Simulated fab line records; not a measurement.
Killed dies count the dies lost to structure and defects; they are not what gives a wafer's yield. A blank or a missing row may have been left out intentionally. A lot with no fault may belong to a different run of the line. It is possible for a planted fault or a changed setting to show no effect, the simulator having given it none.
fab line records | flow berkeley_cmos170
[record] lots = 24 | wafers = 72 | last_day = 13
route steps=331 shown START@1 NVT@110 FIELD@126 GATE@138 NLDD@169 M3@324
lots that met no fault: taken from a fault-free run of the same line
start_h: the number of hours between the record's first day and the start of the first shown wafer of the lot | wait_h: time in hours since the lot's previous step | " unchanged from the row above | L1.1+2: several wafers, shown together as one row | - no value, or no start given | * or withheld: withheld | < > ~ a bound
route shown NAME@n: names a module that has steps shown in the file, with the first one's number in the route | usual: average and standard deviation across the fault-free wafers | same: alike in all rows | chamber/n: place in a boat | sites: per-site readings | _std_site: the values' standard deviation | _edge_site: the outer-site mean with the inner-site mean subtracted | radius_mm: for every site, how far away it sits from the centre of the wafer | mask NAME#n: copy n | behind: tool/chamber where the wafer was last shaped | hold: reason for holding the lot/hours on hold/outcome of the hold | device: the transistor (n, p or np) that didn't switch | end of line: the tests these same wafers got at the end of their route | for a step that has no rows: nothing shown but its recipe | killed: dies lost to structure and defects at the first sort, not the wafer's yield | map: a wafer's dies, marking killed ones x, the rest . and places with no die _
set.NAME: setting as actually run; set.NAME@STEP: the setting as run at that earlier step | model.NAME: the simulator's own value behind a step, which no gauge read
the route's steps for a sample of lots (tables are steps, rows are wafers)
[[steps]]
[step UCB170_START_BOW_MEAS_00]
[recipe] mode = bow
[usual] INCOMING_BOW = -1/6.1
lot.wafer | tool          | chamber | start_h | wait_h | INCOMING_BOW[um]
L074.1    | film_metro-03 | -       | 10.00   | -      | -6
L074.4    | "             | -       | "       | "      | -2
L074.6    | "             | -       | "       | "      | -8
L075.1    | film_metro-04 | -       | 15.00   | -      | -6
L075.3    | "             | -       | "       | "      | -2
L075.6    | "             | -       | "       | "      | -3
L076.2    | film_metro-04 | -       | 20.02   | -      | 1
L076.3    | "             | -       | "       | "      | -5
L076.6    | "             | -       | "       | "      | 1
L077.1    | film_metro-04 | -       | 25.00   | -      | -3
L077.3    | "             | -       | "       | "      | 4
L077.6    | "             | -       | "       | "      | -5
L078.2    | film_metro-03 | -       | 30.02   | -      | 7
L078.3    | "             | -       | "       | "      | 0
L078.5    | "             | -       | "       | "      | -3
L079.1    | film_metro-03 | -       | 35.00   | -      | 10
L079.2    | "             | -       | "       | "      | 4
L079.3    | "             | -       | "       | "      | 13
L080.1    | film_metro-04 | -       | 40.00   | -      | 8
L080.3    | "             | -       | "       | "      | -5
L080.6    | "             | -       | "       | "      | -1
L081.1    | film_metro-02 | -       | 45.00   | -      | -12
L081.5    | "             | -       | "       | "      | 5
L081.6    | "             | -       | "       | "      | 5
L082.3    | film_metro-03 | -       | 50.04   | -      | 8
L082.5    | "             | -       | "       | "      | 0
L082.6    | "             | -       | "       | "      | 7
L083.1    | film_metro-02 | -       | 55.00   | -      | -6
L083.4    | "             | -       | "       | "      | 0
L083.6    | "             | -       | "       | "      | 9
L084.1    | film_metro-02 | -       | 60.00   | -      | 16
L084.3    | "             | -       | "       | "      | -14
L084.5    | "             | -       | "       | "      | 6
L085.1    | film_metro-04 | -       | 65.00   | -      | 2
L085.2    | "             | -       | "       | "      | -8
L085.3    | "             | -       | "       | "      | 2
L086.1    | film_metro-03 | -       | 70.00   | -      | -2
L086.3    | "             | -       | "       | "      | 1
L086.4    | "             | -       | "       | "      | -8
L087.1    | film_metro-04 | -       | 75.00   | -      | 6
L087.5    | "             | -       | "       | "      | -9
L087.6    | "             | -       | "       | "      | -6
L088.1    | film_metro-03 | -       | 80.00   | -      | -5
L088.2    | "             | -       | "       | "      | 1
L088.6    | "             | -       | "       | "      | -2
L089.1    | film_metro-04 | -       | 85.00   | -      | 8
L089.2    | "             | -       | "       | "      | -4
L089.4    | "             | -       | "       | "      | -5
L090.1    | film_metro-02 | -       | 90.00   | -      | 1
L090.5    | "             | -       | "       | "      | -5
L090.6    | "             | -       | "       | "      | 3
L091.3    | film_metro-02 | -       | 95.04   | -      | 0
L091.4    | "             | -       | "       | "      | -3
L091.5    | "             | -       | "       | "      | 10
L092.1    | film_metro-04 | -       | 100.00  | -      | -3
L092.5    | "             | -       | "       | "      | -1
L092.6    | "             | -       | "       | "      | -10
L093.3    | film_metro-04 | -       | 105.04  | -      | -7
L093.5    | "             | -       | "       | "      | 2
L093.6    | "             | -       | "       | "      | -7
L094.1    | film_metro-04 | -       | 110.00  | -      | 8
L094.2    | "             | -       | "       | "      | 1
L094.5    | "             | -       | "       | "      | -3
L095.2    | film_metro-02 | -       | 115.02  | -      | -4
L095.3    | "             | -       | "       | "      | 6
L095.6    | "             | -       | "       | "      | -11
L096.2    | film_metro-04 | -       | 120.02  | -      | 10
L096.3    | "             | -       | "       | "      | 5
L096.4    | "             | -       | "       | "      | -9
L097.2    | film_metro-02 | -       | 125.02  | -      | 1
L097.3    | "             | -       | "       | "      | -13
L097.5    | "             | -       | "       | "      | -5
[step UCB170_NVT_OVL_MEAS_06]
[usual] NVT_OVL = 0/5.8
lot.wafer | tool       | chamber | start_h | wait_h | NVT_OVL[nm]
L074.1    | overlay-02 | -       | 126.46  | -      | -6
L074.4    | "          | -       | "       | "      | -1
L074.6    | "          | -       | "       | "      | -5
L075.1    | overlay-02 | -       | 138.71  | -      | -2
L075.3    | "          | -       | "       | "      | -5
L075.6    | "          | -       | "       | "      | 2
L076.2    | overlay-02 | -       | 138.99  | -      | 2
L076.3    | "          | -       | "       | "      | -6
L076.6    | "          | -       | "       | "      | -2
L077.1    | overlay-01 | -       | 154.37  | -      | 3
L077.3    | "          | -       | "       | "      | -4
L077.6    | "          | -       | "       | "      | 10
L078.2    | overlay-01 | -       | 154.62  | -      | -7
L078.3    | "          | -       | "       | "      | -1
L078.5    | "          | -       | "       | "      | -2
L079.1    | overlay-02 | -       | 164.39  | -      | -4
L079.2    | "          | -       | "       | "      | 6
L079.3    | "          | -       | "       | "      | 2
L081.1    | overlay-01 | -       | 170.98  | -      | -3
L081.5    | "          | -       | "       | "      | -2
L081.6    | "          | -       | "       | "      | -1
L080.1    | overlay-02 | -       | 171.26  | -      | 3
L080.3    | "          | -       | "       | "      | -5
L080.6    | "          | -       | "       | "      | 0
L082.3    | overlay-02 | -       | 177.50  | -      | 4
L082.5    | "          | -       | "       | "      | -4
L082.6    | "          | -       | "       | "      | 5
L083.1    | overlay-01 | -       | 177.75  | -      | 0
L083.4    | "          | -       | "       | "      | -6
L083.6    | "          | -       | "       | "      | -1
L085.1    | overlay-01 | -       | 186.63  | -      | 5
L085.2    | "          | -       | "       | "      | 1
L085.3    | "          | -       | "       | "      | 14
L084.1    | overlay-02 | -       | 186.74  | -      | -8
L084.3    | "          | -       | "       | "      | -3
L084.5    | "          | -       | "       | "      | -13
L086.1    | overlay-01 | -       | 187.02  | -      | 5
L086.3    | "          | -       | "       | "      | 6
L086.4    | "          | -       | "       | "      | 8
L087.1    | overlay-02 | -       | 198.54  | -      | 2
L087.5    | "          | -       | "       | "      | -8
L087.6    | "          | -       | "       | "      | -10
L088.1    | overlay-01 | -       | 198.82  | -      | 0
L088.2    | "          | -       | "       | "      | 12
L088.6    | "          | -       | "       | "      | 7
L089.1    | overlay-01 | -       | 199.10  | -      | 0
L089.2    | "          | -       | "       | "      | -7
L089.4    | "          | -       | "       | "      | -2
L092.1    | overlay-01 | -       | 220.17  | -      | -2
L092.5    | "          | -       | "       | "      | -1
L092.6    | "          | -       | "       | "      | 11
L090.1    | overlay-01 | -       | 220.33  | -      | 3
L090.5    | "          | -       | "       | "      | 4
L090.6    | "          | -       | "       | "      | 0
L091.3    | overlay-02 | -       | 220.61  | -      | 2
L091.4    | "          | -       | "       | "      | -1
L091.5    | "          | -       | "       | "      | 4
L093.3    | overlay-01 | -       | 227.67  | -      | 0
L093.5    | "          | -       | "       | "      | -1
L093.6    | "          | -       | "       | "      | 10
L094.1    | overlay-02 | -       | 227.78  | -      | 7
L094.2    | "          | -       | "       | "      | 5
L094.5    | "          | -       | "       | "      | 4
L095.2    | overlay-01 | -       | 251.59  | -      | 1
L095.3    | "          | -       | "       | "      | -12
L095.6    | "          | -       | "       | "      | -1
L097.2    | overlay-02 | -       | 251.87  | -      | 1
L097.3    | "          | -       | "       | "      | -7
L097.5    | "          | -       | "       | "      | -9
L096.2    | overlay-01 | -       | 252.14  | -      | 5
L096.3    | "          | -       | "       | "      | 6
L096.4    | "          | -       | "       | "      | 8
[step UCB170_FIELD_THK_MEAS_91]
[recipe] reads = SiO2_of_FIELD_OXIDATION_01
[usual] FIELD_OXIDE_LEFT_2_THK = 361/11
lot.wafer | tool          | chamber | start_h | wait_h | FIELD_OXIDE_LEFT_2_THK[nm]
L074.1    | film_metro-04 | -       | 130.60  | 0.0    | 360
L074.4    | "             | -       | "       | "      | 358
L074.6    | "             | -       | "       | "      | 350
L075.1    | film_metro-04 | -       | 140.59  | 0.0    | 351
L075.3    | "             | -       | "       | "      | 348
L075.6    | "             | -       | "       | "      | 347
L076.2    | film_metro-01 | -       | 141.10  | 0.0    | 357
L076.3    | "             | -       | "       | "      | 350
L076.6    | "             | -       | "       | "      | 353
L077.1    | film_metro-04 | -       | 156.29  | 0.0    | 355
L077.3    | "             | -       | "       | "      | 352
L077.6    | "             | -       | "       | "      | 352
L078.2    | film_metro-02 | -       | 156.84  | 0.0    | 359
L078.3    | "             | -       | "       | "      | 358
L078.5    | "             | -       | "       | "      | 353
L079.1    | film_metro-01 | -       | 166.17  | 0.0    | 350
L079.2    | "             | -       | "       | "      | 352
L079.3    | "             | -       | "       | "      | 362
L081.1    | film_metro-04 | -       | 175.27  | 0.0    | 372
L081.5    | "             | -       | "       | "      | 362
L081.6    | "             | -       | "       | "      | 361
L080.1    | film_metro-02 | -       | 175.57  | 0.0    | 368
L080.3    | "             | -       | "       | "      | 374
L080.6    | "             | -       | "       | "      | 365
L082.3    | film_metro-02 | -       | 179.48  | 0.0    | 366
L082.5    | "             | -       | "       | "      | 378
L082.6    | "             | -       | "       | "      | 363
L083.1    | film_metro-04 | -       | 179.72  | 0.0    | 383
L083.4    | "             | -       | "       | "      | 389
L083.6    | "             | -       | "       | "      | 388
L085.1    | film_metro-02 | -       | 188.73  | 0.0    | 379
L085.2    | "             | -       | "       | "      | 366
L085.3    | "             | -       | "       | "      | 363
L084.1    | film_metro-01 | -       | 189.11  | 0.0    | 346
L084.3    | "             | -       | "       | "      | 346
L084.5    | "             | -       | "       | "      | 340
L086.1    | film_metro-04 | -       | 189.75  | 0.0    | 370
L086.3    | "             | -       | "       | "      | 373
L086.4    | "             | -       | "       | "      | 378
L087.1    | film_metro-04 | -       | 200.32  | 0.0    | 367
L087.5    | "             | -       | "       | "      | 370
L087.6    | "             | -       | "       | "      | 369
L088.1    | film_metro-02 | -       | 200.89  | 0.0    | 359
L088.2    | "             | -       | "       | "      | 361
L088.6    | "             | -       | "       | "      | 356
L089.1    | film_metro-04 | -       | 201.19  | 0.0    | 378
L089.2    | "             | -       | "       | "      | 369
L089.4    | "             | -       | "       | "      | 374
L092.1    | film_metro-01 | -       | 224.26  | 0.0    | 360
L092.5    | "             | -       | "       | "      | 359
L092.6    | "             | -       | "       | "      | 358
L090.1    | film_metro-01 | -       | 224.43  | 0.0    | 368
L090.5    | "             | -       | "       | "      | 373
L090.6    | "             | -       | "       | "      | 378
L091.3    | film_metro-01 | -       | 224.56  | 0.0    | 356
L091.4    | "             | -       | "       | "      | 367
L091.5    | "             | -       | "       | "      | 351
L093.3    | film_metro-02 | -       | 230.23  | 0.0    | 355
L093.5    | "             | -       | "       | "      | 344
L093.6    | "             | -       | "       | "      | 364
L094.1    | film_metro-02 | -       | 230.74  | 0.0    | 342
L094.2    | "             | -       | "       | "      | 342
L094.5    | "             | -       | "       | "      | 346
L095.2    | film_metro-01 | -       | 254.49  | 0.0    | 355
L095.3    | "             | -       | "       | "      | 360
L095.6    | "             | -       | "       | "      | 355
L097.2    | film_metro-01 | -       | 254.63  | 0.0    | 346
L097.3    | "             | -       | "       | "      | 360
L097.5    | "             | -       | "       | "      | 347
L096.2    | film_metro-01 | -       | 254.82  | 0.0    | 373
L096.3    | "             | -       | "       | "      | 369
L096.4    | "             | -       | "       | "      | 359
[step UCB170_GATE_CD_MEAS_12]
[recipe] target_cd_nm = 350
[usual] cd_nm = 349.8/1.4
lot.wafer | tool      | chamber | start_h | wait_h | cd_nm
L074.1    | cd_sem-02 | -       | 145.10  | -      | 348.7
L074.4    | "         | -       | "       | "      | 347.7
L074.6    | "         | -       | "       | "      | 347.5
L076.2    | cd_sem-01 | -       | 155.85  | -      | 347.6
L076.3    | "         | -       | "       | "      | 346.8
L076.6    | "         | -       | "       | "      | 348.6
L075.1    | cd_sem-02 | -       | 155.89  | -      | 350.5
L075.3    | "         | -       | "       | "      | 349.3
L075.6    | "         | -       | "       | "      | 349.8
L077.1    | cd_sem-02 | -       | 171.78  | -      | 350.9
L077.3    | "         | -       | "       | "      | 350.3
L077.6    | "         | -       | "       | "      | 349.5
L078.2    | cd_sem-01 | -       | 172.04  | -      | 349.3
L078.3    | "         | -       | "       | "      | 348.1
L078.5    | "         | -       | "       | "      | 347.9
L079.1    | cd_sem-02 | -       | 182.08  | -      | 349.9
L079.2    | "         | -       | "       | "      | 349.4
L079.3    | "         | -       | "       | "      | 350.8
L080.1    | cd_sem-02 | -       | 190.29  | -      | 350.1
L080.3    | "         | -       | "       | "      | 350.5
L080.6    | "         | -       | "       | "      | 349.3
L081.1    | cd_sem-01 | -       | 190.40  | -      | 351.0
L081.5    | "         | -       | "       | "      | 352.0
L081.6    | "         | -       | "       | "      | 352.0
L083.1    | cd_sem-02 | -       | 190.62  | -      | 351.1
L083.4    | "         | -       | "       | "      | 351.6
L083.6    | "         | -       | "       | "      | 352.1
L082.3    | cd_sem-02 | -       | 190.78  | -      | 352.1
L082.5    | "         | -       | "       | "      | 350.6
L082.6    | "         | -       | "       | "      | 351.7
L086.1    | cd_sem-01 | -       | 206.04  | -      | 352.5
L086.3    | "         | -       | "       | "      | 353.9
L086.4    | "         | -       | "       | "      | 352.9
L085.1    | cd_sem-01 | -       | 206.31  | -      | 350.0
L085.2    | "         | -       | "       | "      | 348.8
L085.3    | "         | -       | "       | "      | 350.1
L084.1    | cd_sem-01 | -       | 206.43  | -      | 348.5
L084.3    | "         | -       | "       | "      | 348.8
L084.5    | "         | -       | "       | "      | 350.2
L087.1    | cd_sem-02 | -       | 217.73  | -      | 349.4
L087.5    | "         | -       | "       | "      | 349.6
L087.6    | "         | -       | "       | "      | 348.1
L089.1    | cd_sem-02 | -       | 218.05  | -      | 347.5
L089.2    | "         | -       | "       | "      | 347.9
L089.4    | "         | -       | "       | "      | 348.2
L088.1    | cd_sem-02 | -       | 218.33  | -      | 348.3
L088.2    | "         | -       | "       | "      | 347.7
L088.6    | "         | -       | "       | "      | 346.7
L091.3    | cd_sem-01 | -       | 241.70  | -      | 351.4
L091.4    | "         | -       | "       | "      | 351.2
L091.5    | "         | -       | "       | "      | 349.8
L092.1    | cd_sem-02 | -       | 241.93  | -      | 347.3
L092.5    | "         | -       | "       | "      | 349.7
L092.6    | "         | -       | "       | "      | 348.8
L090.1    | cd_sem-01 | -       | 242.14  | -      | 350.4
L090.5    | "         | -       | "       | "      | 351.5
L090.6    | "         | -       | "       | "      | 350.9
L093.3    | cd_sem-02 | -       | 248.38  | -      | 349.9
L093.5    | "         | -       | "       | "      | 349.9
L093.6    | "         | -       | "       | "      | 348.9
L094.1    | cd_sem-02 | -       | 248.62  | -      | 350.3
L094.2    | "         | -       | "       | "      | 349.4
L094.5    | "         | -       | "       | "      | 349.7
L095.2    | cd_sem-02 | -       | 273.67  | -      | 349.5
L095.3    | "         | -       | "       | "      | 349.2
L095.6    | "         | -       | "       | "      | 348.8
L096.2    | cd_sem-02 | -       | 273.95  | -      | 349.8
L096.3    | "         | -       | "       | "      | 348.7
L096.4    | "         | -       | "       | "      | 350.6
L097.2    | cd_sem-01 | -       | 274.22  | -      | 352.2
L097.3    | "         | -       | "       | "      | 349.8
L097.5    | "         | -       | "       | "      | 350.1
[step UCB170_NLDD_TW_MEAS_11]
[usual] NLDD_TW = 2221/13
lot.wafer | tool          | chamber | start_h | wait_h | NLDD_TW
L074.1    | film_metro-04 | -       | 150.25  | 0.1    | 2219
L074.4    | "             | -       | "       | "      | 2211
L074.6    | "             | -       | "       | "      | 2242
L076.2    | film_metro-03 | -       | 160.77  | 0.1    | 2214
L076.3    | "             | -       | "       | "      | 2203
L076.6    | "             | -       | "       | "      | 2192
L075.1    | film_metro-02 | -       | 160.86  | 0.1    | 2223
L075.3    | "             | -       | "       | "      | 2215
L075.6    | "             | -       | "       | "      | 2226
L077.1    | film_metro-03 | -       | 175.66  | 0.1    | 2211
L077.3    | "             | -       | "       | "      | 2214
L077.6    | "             | -       | "       | "      | 2205
L078.2    | film_metro-04 | -       | 176.03  | 0.1    | 2218
L078.3    | "             | -       | "       | "      | 2211
L078.5    | "             | -       | "       | "      | 2218
L079.1    | film_metro-02 | -       | 185.77  | 0.1    | 2213
L079.2    | "             | -       | "       | "      | 2234
L079.3    | "             | -       | "       | "      | 2233
L080.1    | film_metro-02 | -       | 194.49  | 0.1    | 2223
L080.3    | "             | -       | "       | "      | 2230
L080.6    | "             | -       | "       | "      | 2246
L081.1    | film_metro-03 | -       | 195.04  | 0.1    | 2210
L081.5    | "             | -       | "       | "      | 2207
L081.6    | "             | -       | "       | "      | 2222
L083.1    | film_metro-02 | -       | 195.05  | 0.1    | 2241
L083.4    | "             | -       | "       | "      | 2244
L083.6    | "             | -       | "       | "      | 2231
L082.3    | film_metro-04 | -       | 195.62  | 0.1    | 2236
L082.5    | "             | -       | "       | "      | 2244
L082.6    | "             | -       | "       | "      | 2235
L086.1    | film_metro-04 | -       | 210.24  | 0.1    | 2230
L086.3    | "             | -       | "       | "      | 2229
L086.4    | "             | -       | "       | "      | 2222
L085.1    | film_metro-03 | -       | 210.73  | 0.1    | 2212
L085.2    | "             | -       | "       | "      | 2216
L085.3    | "             | -       | "       | "      | 2223
L084.1    | film_metro-02 | -       | 211.01  | 0.1    | 2238
L084.3    | "             | -       | "       | "      | 2237
L084.5    | "             | -       | "       | "      | 2236
L087.1    | film_metro-04 | -       | 222.22  | 0.1    | 2236
L087.5    | "             | -       | "       | "      | 2229
L087.6    | "             | -       | "       | "      | 2237
L089.1    | film_metro-02 | -       | 223.02  | 0.1    | 2226
L089.2    | "             | -       | "       | "      | 2230
L089.4    | "             | -       | "       | "      | 2221
L088.1    | film_metro-04 | -       | 223.85  | 0.1    | 2232
L088.2    | "             | -       | "       | "      | 2216
L088.6    | "             | -       | "       | "      | 2233
L091.3    | film_metro-04 | -       | 245.60  | 0.1    | 2231
L091.4    | "             | -       | "       | "      | 2236
L091.5    | "             | -       | "       | "      | 2224
L092.1    | film_metro-03 | -       | 245.73  | 0.1    | 2205
L092.5    | "             | -       | "       | "      | 2220
L092.6    | "             | -       | "       | "      | 2217
L090.1    | film_metro-04 | -       | 246.11  | 0.1    | 2223
L090.5    | "             | -       | "       | "      | 2217
L090.6    | "             | -       | "       | "      | 2248
L093.3    | film_metro-03 | -       | 253.06  | 0.1    | 2204
L093.5    | "             | -       | "       | "      | 2210
L093.6    | "             | -       | "       | "      | 2207
L094.1    | film_metro-03 | -       | 253.25  | 0.1    | 2209
L094.2    | "             | -       | "       | "      | 2205
L094.5    | "             | -       | "       | "      | 2223
L095.2    | film_metro-04 | -       | 278.94  | 0.1    | 2223
L095.3    | "             | -       | "       | "      | 2224
L095.6    | "             | -       | "       | "      | 2224
L096.2    | film_metro-03 | -       | 279.33  | 0.1    | 2198
L096.3    | "             | -       | "       | "      | 2211
L096.4    | "             | -       | "       | "      | 2197
L097.2    | film_metro-02 | -       | 280.19  | 0.1    | 2225
L097.3    | "             | -       | "       | "      | 2234
L097.5    | "             | -       | "       | "      | 2221
[step UCB170_M3_CD_MEAS_15]
[recipe] target_cd_nm = 700
[usual] cd_nm = 700.4/1.3
lot.wafer | tool      | chamber | start_h | wait_h | cd_nm
L074.1    | cd_sem-02 | -       | 183.28  | -      | 699.6
L074.4    | "         | -       | "       | "      | 701.8
L074.6    | "         | -       | "       | "      | 702.0
L075.1    | cd_sem-02 | -       | 196.23  | -      | 698.0
L075.3    | "         | -       | "       | "      | 699.2
L075.6    | "         | -       | "       | "      | 699.4
L076.2    | cd_sem-01 | -       | 197.23  | -      | 700.7
L076.3    | "         | -       | "       | "      | 700.5
L076.6    | "         | -       | "       | "      | 701.3
L077.1    | cd_sem-02 | -       | 207.32  | -      | 702.7
L077.3    | "         | -       | "       | "      | 702.5
L077.6    | "         | -       | "       | "      | 701.3
L078.2    | cd_sem-01 | -       | 208.44  | -      | 699.4
L078.3    | "         | -       | "       | "      | 699.1
L078.5    | "         | -       | "       | "      | 699.1
L079.1    | cd_sem-02 | -       | 215.61  | -      | 699.8
L079.2    | "         | -       | "       | "      | 699.9
L079.3    | "         | -       | "       | "      | 700.3
L080.1    | cd_sem-02 | -       | 227.39  | -      | 700.9
L080.3    | "         | -       | "       | "      | 699.0
L080.6    | "         | -       | "       | "      | 700.3
L083.1    | cd_sem-01 | -       | 230.80  | -      | 703.0
L083.4    | "         | -       | "       | "      | 701.4
L083.6    | "         | -       | "       | "      | 701.7
L081.1    | cd_sem-02 | -       | 232.12  | -      | 700.7
L081.5    | "         | -       | "       | "      | 701.4
L081.6    | "         | -       | "       | "      | 701.0
L082.3    | cd_sem-01 | -       | 233.16  | -      | 701.7
L082.5    | "         | -       | "       | "      | 700.5
L082.6    | "         | -       | "       | "      | 700.5
L086.1    | cd_sem-01 | -       | 240.60  | -      | 698.3
L086.3    | "         | -       | "       | "      | 700.6
L086.4    | "         | -       | "       | "      | 700.0
L084.1    | cd_sem-02 | -       | 242.33  | -      | 700.4
L084.3    | "         | -       | "       | "      | 701.8
L084.5    | "         | -       | "       | "      | 701.8
L085.1    | cd_sem-02 | -       | 243.99  | -      | 698.9
L085.2    | "         | -       | "       | "      | 698.7
L085.3    | "         | -       | "       | "      | 698.4
L089.1    | cd_sem-01 | -       | 253.94  | -      | 699.7
L089.2    | "         | -       | "       | "      | 699.3
L089.4    | "         | -       | "       | "      | 700.0
L088.1    | cd_sem-01 | -       | 255.95  | -      | 700.3
L088.2    | "         | -       | "       | "      | 700.3
L088.6    | "         | -       | "       | "      | 701.1
L087.1    | cd_sem-02 | -       | 256.19  | -      | 702.8
L087.5    | "         | -       | "       | "      | 700.8
L087.6    | "         | -       | "       | "      | 702.4
L091.3    | cd_sem-01 | -       | 279.83  | -      | 698.8
L091.4    | "         | -       | "       | "      | 700.5
L091.5    | "         | -       | "       | "      | 700.0
L092.1    | cd_sem-01 | -       | 281.45  | -      | 699.1
L092.5    | "         | -       | "       | "      | 698.5
L092.6    | "         | -       | "       | "      | 698.9
L090.1    | cd_sem-02 | -       | 283.49  | -      | 702.9
L090.5    | "         | -       | "       | "      | 701.6
L090.6    | "         | -       | "       | "      | 703.1
L093.3    | cd_sem-02 | -       | 285.13  | -      | 701.0
L093.5    | "         | -       | "       | "      | 700.5
L093.6    | "         | -       | "       | "      | 702.8
L094.1    | cd_sem-01 | -       | 286.75  | -      | 702.9
L094.2    | "         | -       | "       | "      | 702.8
L094.5    | "         | -       | "       | "      | 702.4
L096.2    | cd_sem-01 | -       | 313.66  | -      | 700.2
L096.3    | "         | -       | "       | "      | 700.3
L096.4    | "         | -       | "       | "      | 699.8
L095.2    | cd_sem-02 | -       | 313.82  | -      | 700.4
L095.3    | "         | -       | "       | "      | 700.7
L095.6    | "         | -       | "       | "      | 699.1
L097.2    | cd_sem-02 | -       | 319.34  | -      | 699.1
L097.3    | "         | -       | "       | "      | 699.3
L097.5    | "         | -       | "       | "      | 698.9
[[key]]
fault none
